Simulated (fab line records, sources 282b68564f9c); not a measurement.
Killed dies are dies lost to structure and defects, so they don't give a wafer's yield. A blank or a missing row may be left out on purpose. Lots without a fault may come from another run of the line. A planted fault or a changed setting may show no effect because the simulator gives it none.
fab line records | flow rit_cmos
record lots=14 wafers=42 last_day=7
route steps=202 shown GATE@87
lots that met no fault: from a run of the same line without faults
start_h: hours from the record's first day to the start of the lot's first wafer shown | wait_h: hours since the lot's step before | " the same as in the row above | L1.1+2: a row that stands for several wafers | - no value, or no start given | * or withheld: withheld | < > ~ a bound
route shown NAME@n: a module of which the file shows steps, and the number in the route of the first | usual: mean/standard deviation of fault-free wafers | same: alike in all rows | chamber/n: place in a boat | sites: the reading at each site | _std_site: their standard deviation | _edge_site: outer sites' mean less inner sites' | radius_mm: how far each site lies from the wafer's centre | mask NAME#n: copy n | behind: the tool/chamber that last shaped the wafer | hold: why the lot was held/for how many hours/how that ended | device: the transistor (n, p or np) that didn't switch | end of line: the same wafers' tests at the end of the route | a step without rows: its recipe alone | killed: dies lost to structure and defects at the first sort, not the wafer's yield | map: a wafer's dies, x killed, . not, _ none there
set.NAME: the setting as run; set.NAME@STEP: as run at that earlier step | model.NAME: the simulator's own value behind a step, which no gauge read
steps of the route over a sample of lots; a table a step, a row a wafer
## steps
# step RIT_GATE_COAT_11
# recipe resist=NOVOLAK spin_rpm=4250 resist_thk_nm=850
# usual resist_line_temp_C=23.03/0.095 spin_speed_rpm=4250/3
# columns lot.wafer tool chamber start_h wait_h resist_line_temp_C spin_speed_rpm
L495.1 litho_track-03 0 50.86 0.1 22.99 4253
L495.3 " 0 " " 23.05 4246
L495.4 " 0 " " 22.82 4252
L496.1 litho_track-03 0 55.33 0.1 23.12 4065
L496.5 " 0 " " 23.16 4072
L496.6 " 0 " " 23.07 4071
L497.1 litho_track-03 0 59.99 0.1 23.26 4067
L497.2 " 0 " " 22.93 4069
L497.5 " 0 " " 22.95 4067
L499.4 litho_track-01 0 70.99 0.1 23.06 4249
L499.5 " 0 " " 23.13 4254
L499.6 " 0 " " 23.13 4251
L503.4 litho_track-04 0 92.21 0.1 23.08 4251
L503.5 " 0 " " 22.93 4252
L503.6 " 0 " " 23.08 4247
L504.2 litho_track-01 0 98.02 0.1 22.99 4248
L504.4 " 0 " " 23.01 4250
L504.6 " 0 " " 23.18 4251
L506.1 litho_track-01 0 110.29 0.1 23.11 4249
L506.2 " 0 " " 23.14 4252
L506.5 " 0 " " 23.08 4250
L507.1 litho_track-04 0 114.17 0.1 22.97 4254
L507.2 " 0 " " 22.99 4251
L507.3 " 0 " " 22.94 4250
L510.1 litho_track-01 0 136.58 0.1 23.08 4249
L510.2 " 0 " " 23.05 4253
L510.5 " 0 " " 22.97 4249
L511.1 litho_track-04 0 138.99 0.1 23.13 4254
L511.3 " 0 " " 23.16 4247
L511.5 " 0 " " 23.10 4251
L512.4 litho_track-01 0 141.65 0.1 23.11 4246
L512.5 " 0 " " 22.91 4243
L512.6 " 0 " " 22.97 4250
L513.1 litho_track-04 0 147.99 0.1 23.01 4251
L513.2 " 0 " " 22.98 4247
L513.4 " 0 " " 22.99 4249
L514.2 litho_track-03 0 152.68 0.1 23.01 4243
L514.3 " 0 " " 22.97 4249
L514.6 " 0 " " 22.94 4257
L515.3 litho_track-03 0 155.70 0.1 23.05 4246
L515.4 " 0 " " 22.86 4247
L515.5 " 0 " " 23.09 4253
## key
first_sign step=RIT_GATE_COAT_11 reading=spin_speed_rpm direction=down sigmas=60 usual=4250 struck=4068
effect none on later readings
met_at RIT_GATE_COAT_11
struck_lots L496,L497
tester_left_out L496,L497
onset_between 50.86 55.33
fault kind=process_parameter_drift tool=litho_track-03 chamber=- onset_h=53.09 steps=RIT_GATE_COAT_11 channel=spin_rpm offset=-185.45 shape=step end_h=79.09 acts_in=these_recipes_only stated=4250
# tester_left_out: of these lots the tester's yield and bins aren't shown, on N5 and GAA mostly nor the transistor test; their killed dies are dies lost to structure and defects alone, not to doping, threshold or leakage, so they don't give the yield
